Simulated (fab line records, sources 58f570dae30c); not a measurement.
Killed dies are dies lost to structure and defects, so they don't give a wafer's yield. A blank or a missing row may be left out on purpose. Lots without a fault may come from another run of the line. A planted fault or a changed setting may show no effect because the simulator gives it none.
A struck lot beside a sound one | flow berkeley_cmos170 | 26 steps out of a route of 331
Sound: wafers L323.1, L323.4, L323.6. Struck: wafer L314.6. (L314.2, L314.4 of the same lot were not struck and are left out.) The cause comes at the end.
At each step with rows: each side's tool, then ch and its chambers, then its first start. Under that, the readings that differ: sound wafers | struck wafers | difference of the means | sigmas: that difference in standard deviations of wafers without a fault.
alike: readings whose means differ by less than 2 such deviations, and words and numbers that are the same on both sides. not compared: withheld readings, readings that some wafer has no value for, bounds like >300 that may hide the same value, and numbers for which the record gives no deviation and whose values overlap.
The two part at a step that has a row with sigmas, a row that says differs or no value, or rows on one side only. Numbers that don't overlap but have no deviation are shown without sigmas and don't part them. A reading that every wafer of one side lacks parts them only if that side has two wafers or more.

first, 5 steps without rows for these wafers: UCB170_CONTACT_COAT_10 (resist thk 900 nm); UCB170_CONTACT_SOFTBAKE_11 (time 60 s); UCB170_CONTACT_EXPOSE_12 (exposes mask CONT, target cd 700 nm); UCB170_CONTACT_PEB_13; UCB170_CONTACT_DEVELOP_14 (develop time 45 s).
UCB170_CONTACT_CD_MEAS_15: target cd 700 nm.
  sound on cd_sem-02, day 10 21:16; struck on cd_sem-02, day 8 20:14
  reading    | sound             | struck | difference | sigmas
  cd_nm (nm) | 698.9 698.2 698.2 | 701.4  | +3.0       | +2
UCB170_CONTACT_OVL_MEAS_16:
  sound on overlay-01, day 10 21:23; struck on overlay-01, day 8 20:20
  alike: CONTACT_OVL
UCB170_CONTACT_ETCH_17: etches BARC in N2/H2.
  sound on rie_diel-01 ch 0,1,3, day 10 21:25; struck on rie_diel-02 ch 0, day 8 20:22
  reading                     | sound       | struck | difference | sigmas
  drypump_motor_current_A (A) | 5.7 5.5 5.1 | 6.3    | +0.9       | +2
  alike: oes_product_au, throttle_valve_pct
UCB170_CONTACT_ETCH_18: etches PSG in CHF3/CF4/Ar, stops on TiSi2, target depth 840 nm, time 195 s.
  sound on rie_diel-01 ch 0,1,3; struck on rie_diel-02 ch 0
  reading                     | sound       | struck | difference | sigmas
  drypump_motor_current_A (A) | 5.8 5.5 5.1 | 6.3    | +0.8       | +2
  alike: CHF3_flow_sccm, oes_product_au, throttle_valve_pct
  not compared: rf_hours_counter_h
UCB170_CONTACT_STRIP_19: strips in O2.
  sound on plasma_asher-03 ch 0,1, day 10 21:35; struck on plasma_asher-03 ch 0, day 8 20:32
  alike: drypump_motor_current_A, oes_product_au
  not compared: rf_hours_counter_h
UCB170_CONTACT_CD_MEAS_90: target cd 700 nm.
  sound on cd_sem-02, day 10 21:41; struck on cd_sem-01, day 8 20:40
  reading    | sound             | struck | difference | sigmas
  cd_nm (nm) | 699.1 696.6 698.0 | 701.4  | +3.5       | +2
then, 1 step without rows for these wafers: UCB170_CONTACT_CLEAN_20 (cleans in SPM, time 600 s).
UCB170_M1_SPUTTER_00: material Al, target thk 600 nm, time 80 s.
  sound on pvd_sputter-03, day 10 21:59; struck on pvd_sputter-04, day 8 20:57
  reading                               | sound           | struck | difference | sigmas
  model.Al_of_M1_SPUTTER_00.thk_nm (nm) | 595 594.6 592.4 | 448.2  | -145.8     |
  alike: throttle_valve_pct
UCB170_M1_RS_MEAS_01: measures by four-point-probe.
  sound on film_metro-03, day 10 22:02; struck on film_metro-03, day 8 21:19
  reading           | sound                | struck | difference | sigmas
  M1_AL_RS (ohm/sq) | 0.0490 0.0490 0.0492 | 0.0653 | +0.0162    | +38
  not compared: hold
UCB170_M1_THK_MEAS_02: measures by xrf.
  sound on film_metro-03, day 10 22:10; struck on film_metro-03, day 8 23:58
  reading        | sound       | struck | difference | sigmas
  M1_AL_THK (nm) | 603 603 599 | 451    | -151       | -26
  not compared: hold
then, 5 steps without rows for these wafers: UCB170_M1_COAT_04 (resist thk 900 nm); UCB170_M1_SOFTBAKE_05 (time 60 s); UCB170_M1_EXPOSE_06 (exposes mask METAL1, target cd 700 nm); UCB170_M1_PEB_07; UCB170_M1_DEVELOP_08 (develop time 45 s).
UCB170_M1_CD_MEAS_09: target cd 700 nm.
  sound on cd_sem-01, day 10 23:04; struck on cd_sem-01, day 9 02:52
  alike: cd_nm
UCB170_M1_OVL_MEAS_10:
  sound on overlay-02, day 10 23:11; struck on overlay-01, day 9 02:58
  alike: M1_OVL
UCB170_M1_ETCH_11: etches BARC in N2/H2.
  sound on rie_diel-02 ch 1, day 10 23:13; struck on rie_diel-02 ch 0, day 9 02:59
  reading                     | sound             | struck | difference | sigmas
  drypump_motor_current_A (A) | 5.2 5.2 5.2       | 6.3    | +1.1       | +2
  oes_product_au (a.u.)       | 1.005 1.008 1.013 | 0.977  | -0.032     | -3
  alike: throttle_valve_pct
UCB170_M1_METAL_ETCH_12: etches Al in Cl2/BCl3, stops on PSG, target depth 780 nm, time 130 s.
  sound on rie_metal-04 ch 0,1, day 10 23:17; struck on rie_metal-03 ch 0, day 9 03:05
  reading               | sound             | struck | difference | sigmas
  oes_product_au (a.u.) | 0.853 0.861 0.845 | 0.737  | -0.116     | -13
  alike: drypump_motor_current_A, throttle_valve_pct
  not compared: rf_hours_counter_h
UCB170_M1_STRIP_13: strips in O2.
  sound on plasma_asher-02 ch 0,1, day 10 23:25; struck on plasma_asher-01 ch 1, day 9 03:18
  reading                     | sound       | struck | difference | sigmas
  drypump_motor_current_A (A) | 5.0 5.7 5.0 | 6.3    | +1.1       | +2
  alike: oes_product_au
  not compared: rf_hours_counter_h
UCB170_M3_PROBE_99:
  the record has rows for the struck wafers here (prober-01, day 9 17:44) and none for the sound ones

WHERE THEY PART
First at UCB170_CONTACT_CD_MEAS_15; last, within this record, at UCB170_M3_PROBE_99.

WHY: what the simulator had put in
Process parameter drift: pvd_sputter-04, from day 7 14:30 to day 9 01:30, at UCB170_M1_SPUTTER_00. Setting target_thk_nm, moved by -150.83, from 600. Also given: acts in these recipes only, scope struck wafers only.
